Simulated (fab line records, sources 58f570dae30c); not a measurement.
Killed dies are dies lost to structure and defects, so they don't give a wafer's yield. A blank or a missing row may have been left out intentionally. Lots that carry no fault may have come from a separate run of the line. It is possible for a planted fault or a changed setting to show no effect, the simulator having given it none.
Which tool is to blame?	flow berkeley cmos170	Sampling: 24 lots, 72 wafers, 6 of 331 route steps

== WHAT THE GAUGES SHOWED, per wafer ==
UCB170_START_BOW_MEAS_00. Usual: for INCOMING_BOW the level is -1 um and the standard deviation is 6.1.
lot	measured	on	INCOMING_BOW (um)	flag
L074	day 1 10:00	film metro-03	-6 -2 -8	
L075	day 1 15:00	film metro-04	-6 -2 -3	
L076	day 1 20:01	film metro-04	1 -5 1	
L077	day 2 01:00	film metro-04	-3 4 -5	
L078	day 2 06:01	film metro-03	7 0 -3	
L079	day 2 11:00	film metro-03	10 4 13	
L080	day 2 16:00	film metro-04	8 -5 -1	
L081	day 2 21:00	film metro-02	-12 5 5	
L082	day 3 02:02	film metro-03	8 0 7	
L083	day 3 07:00	film metro-02	-6 0 9	
L084	day 3 12:00	film metro-02	16 -14 6	
L085	day 3 17:00	film metro-04	2 -8 2	
L086	day 3 22:00	film metro-03	-2 1 -8	
L087	day 4 03:00	film metro-04	6 -9 -6	
L088	day 4 08:00	film metro-03	-5 1 -2	
L089	day 4 13:00	film metro-04	8 -4 -5	
L090	day 4 18:00	film metro-02	1 -5 3	
L091	day 4 23:02	film metro-02	0 -3 10	
L092	day 5 04:00	film metro-04	-3 -1 -10	
L093	day 5 09:02	film metro-04	-7 2 -7	
L094	day 5 14:00	film metro-04	8 1 -3	
L095	day 5 19:01	film metro-02	-4 6 -11	
L096	day 6 00:01	film metro-04	10 5 -9	
L097	day 6 05:01	film metro-02	1 -13 -5	

UCB170_NVT_OVL_MEAS_06. Usual: for NVT_OVL the level is 0 nm and the standard deviation is 5.8.
lot	measured	on	NVT_OVL (nm)	flag
L074	day 6 06:28	overlay-02	-6 -1 -5	
L075	day 6 18:43	overlay-02	-2 -5 2	
L076	day 6 18:59	overlay-02	2 -6 -2	
L077	day 7 10:22	overlay-01	3 -4 10	
L078	day 7 10:37	overlay-01	-7 -1 -2	
L079	day 7 20:23	overlay-02	-4 6 2	
L080	day 8 03:16	overlay-02	3 -5 0	
L081	day 8 02:59	overlay-01	-3 -2 -1	
L082	day 8 09:30	overlay-02	4 -4 5	
L083	day 8 09:45	overlay-01	0 -6 -1	
L084	day 8 18:44	overlay-02	-8 -3 -13	
L085	day 8 18:38	overlay-01	5 1 14	
L086	day 8 19:01	overlay-01	5 6 8	
L087	day 9 06:32	overlay-02	2 -8 -10	
L088	day 9 06:49	overlay-01	0 12 7	
L089	day 9 07:06	overlay-01	0 -7 -2	
L090	day 10 04:20	overlay-01	3 4 0	
L091	day 10 04:37	overlay-02	2 -1 4	
L092	day 10 04:10	overlay-01	-2 -1 11	
L093	day 10 11:40	overlay-01	0 -1 10	
L094	day 10 11:47	overlay-02	7 5 4	
L095	day 11 11:35	overlay-01	1 -12 -1	
L096	day 11 12:08	overlay-01	5 6 8	
L097	day 11 11:52	overlay-02	1 -7 -9	

UCB170_FIELD_THK_MEAS_91. Usual: for FIELD_OXIDE_LEFT_2_THK the level is 361 nm and the standard deviation is 11.
lot	measured	on	FIELD_OXIDE_LEFT_2_THK (nm)	flag
L074	day 6 10:36	film metro-04	360 358 350	
L075	day 6 20:35	film metro-04	351 348 347	
L076	day 6 21:06	film metro-01	357 350 353	
L077	day 7 12:17	film metro-04	355 352 352	
L078	day 7 12:50	film metro-02	359 358 353	
L079	day 7 22:10	film metro-01	350 352 362	
L080	day 8 07:34	film metro-02	368 374 365	
L081	day 8 07:16	film metro-04	372 362 361	
L082	day 8 11:29	film metro-02	366 378 363	
L083	day 8 11:43	film metro-04	383 389 388	
L084	day 8 21:07	film metro-01	346 346 340	
L085	day 8 20:44	film metro-02	379 366 363	
L086	day 8 21:45	film metro-04	370 373 378	
L087	day 9 08:19	film metro-04	367 370 369	
L088	day 9 08:53	film metro-02	359 361 356	
L089	day 9 09:11	film metro-04	378 369 374	
L090	day 10 08:26	film metro-01	368 373 378	
L091	day 10 08:34	film metro-01	356 367 351	
L092	day 10 08:16	film metro-01	360 359 358	
L093	day 10 14:14	film metro-02	355 344 364	
L094	day 10 14:44	film metro-02	342 342 346	
L095	day 11 14:29	film metro-01	355 360 355	
L096	day 11 14:49	film metro-01	373 369 359	
L097	day 11 14:38	film metro-01	346 360 347	

UCB170_GATE_CD_MEAS_12 targets a cd of 350 nm. Usual: cd nm at 349.8 nm, with a standard deviation of 1.4.
lot	measured	on	cd nm (nm)	flag
L074	day 7 01:06	cd sem-02	348.7 347.7 347.5	
L075	day 7 11:53	cd sem-02	350.5 349.3 349.8	
L076	day 7 11:51	cd sem-01	347.6 346.8 348.6	
L077	day 8 03:47	cd sem-02	350.9 350.3 349.5	
L078	day 8 04:02	cd sem-01	349.3 348.1 347.9	
L079	day 8 14:05	cd sem-02	349.9 349.4 350.8	
L080	day 8 22:17	cd sem-02	350.1 350.5 349.3	
L081	day 8 22:24	cd sem-01	351.0 352.0 352.0	
L082	day 8 22:47	cd sem-02	352.1 350.6 351.7	
L083	day 8 22:37	cd sem-02	351.1 351.6 352.1	
L084	day 9 14:26	cd sem-01	348.5 348.8 350.2	
L085	day 9 14:19	cd sem-01	350.0 348.8 350.1	
L086	day 9 14:02	cd sem-01	352.5 353.9 352.9	
L087	day 10 01:44	cd sem-02	349.4 349.6 348.1	
L088	day 10 02:20	cd sem-02	348.3 347.7 346.7	
L089	day 10 02:03	cd sem-02	347.5 347.9 348.2	
L090	day 11 02:08	cd sem-01	350.4 351.5 350.9	
L091	day 11 01:42	cd sem-01	351.4 351.2 349.8	
L092	day 11 01:56	cd sem-02	347.3 349.7 348.8	
L093	day 11 08:23	cd sem-02	349.9 349.9 348.9	
L094	day 11 08:37	cd sem-02	350.3 349.4 349.7	
L095	day 12 09:40	cd sem-02	349.5 349.2 348.8	
L096	day 12 09:57	cd sem-02	349.8 348.7 350.6	
L097	day 12 10:13	cd sem-01	352.2 349.8 350.1	

UCB170_NLDD_TW_MEAS_11. Usual: for NLDD_TW the level is 2221 and the standard deviation is 13.
lot	measured	on	NLDD_TW	flag
L074	day 7 06:15	film metro-04	2219 2211 2242	
L075	day 7 16:52	film metro-02	2223 2215 2226	
L076	day 7 16:46	film metro-03	2214 2203 2192	
L077	day 8 07:40	film metro-03	2211 2214 2205	
L078	day 8 08:02	film metro-04	2218 2211 2218	
L079	day 8 17:46	film metro-02	2213 2234 2233	
L080	day 9 02:29	film metro-02	2223 2230 2246	
L081	day 9 03:02	film metro-03	2210 2207 2222	
L082	day 9 03:37	film metro-04	2236 2244 2235	
L083	day 9 03:03	film metro-02	2241 2244 2231	
L084	day 9 19:01	film metro-02	2238 2237 2236	
L085	day 9 18:44	film metro-03	2212 2216 2223	
L086	day 9 18:14	film metro-04	2230 2229 2222	
L087	day 10 06:13	film metro-04	2236 2229 2237	
L088	day 10 07:51	film metro-04	2232 2216 2233	
L089	day 10 07:01	film metro-02	2226 2230 2221	
L090	day 11 06:07	film metro-04	2223 2217 2248	
L091	day 11 05:36	film metro-04	2231 2236 2224	
L092	day 11 05:44	film metro-03	2205 2220 2217	
L093	day 11 13:04	film metro-03	2204 2210 2207	
L094	day 11 13:15	film metro-03	2209 2205 2223	
L095	day 12 14:56	film metro-04	2223 2224 2224	
L096	day 12 15:20	film metro-03	2198 2211 2197	
L097	day 12 16:11	film metro-02	2225 2234 2221	

UCB170_M3_CD_MEAS_15 targets a cd of 700 nm. Usual: cd nm at 700.4 nm, with a standard deviation of 1.3.
lot	measured	on	cd nm (nm)	flag
L074	day 8 15:17	cd sem-02	699.6 701.8 702.0	
L075	day 9 04:14	cd sem-02	698.0 699.2 699.4	
L076	day 9 05:14	cd sem-01	700.7 700.5 701.3	
L077	day 9 15:19	cd sem-02	702.7 702.5 701.3	
L078	day 9 16:26	cd sem-01	699.4 699.1 699.1	
L079	day 9 23:37	cd sem-02	699.8 699.9 700.3	
L080	day 10 11:23	cd sem-02	700.9 699.0 700.3	
L081	day 10 16:07	cd sem-02	700.7 701.4 701.0	
L082	day 10 17:10	cd sem-01	701.7 700.5 700.5	
L083	day 10 14:48	cd sem-01	703.0 701.4 701.7	
L084	day 11 02:20	cd sem-02	700.4 701.8 701.8	
L085	day 11 03:59	cd sem-02	698.9 698.7 698.4	
L086	day 11 00:36	cd sem-01	698.3 700.6 700.0	
L087	day 11 16:11	cd sem-02	702.8 700.8 702.4	
L088	day 11 15:57	cd sem-01	700.3 700.3 701.1	
L089	day 11 13:56	cd sem-01	699.7 699.3 700.0	
L090	day 12 19:29	cd sem-02	702.9 701.6 703.1	
L091	day 12 15:50	cd sem-01	698.8 700.5 700.0	
L092	day 12 17:27	cd sem-01	699.1 698.5 698.9	
L093	day 12 21:08	cd sem-02	701.0 700.5 702.8	
L094	day 12 22:45	cd sem-01	702.9 702.8 702.4	
L095	day 14 01:49	cd sem-02	700.4 700.7 699.1	
L096	day 14 01:40	cd sem-01	700.2 700.3 699.8	
L097	day 14 07:20	cd sem-02	699.1 699.3 698.9	

== EACH LOT AND THE TOOL THAT RAN IT (in order: tool; ch and the chambers of the sampled wafers; start) ==
The record shows no process step preceding these readings.

== WHAT THE TOOLS THEMSELVES READ (means of the sampled wafers that have a number; where no wafer has one, the mark that the record gives instead) ==
The record holds no such reading with a usual standard deviation.

== THE ANSWER, worked out from the rows above alone ==
Rule: a lot counts as off when the mean over its wafers that have a number is more than 3 standard deviations away from the usual mean. A lot without any number at a reading at which 4 lots or more have one is off too. The other lots that the step has rows for count as sound. First the gauges in route order, then the tools' own readings, where a lot's mean is used as printed above. The first step at which some lot is off is used, and at that step the reading that is off furthest; a lot without a number counts as furthest.
No lot is off on any of the readings shown, so nothing can be concluded from this.

== WHAT THE SIMULATOR PUT IN ==
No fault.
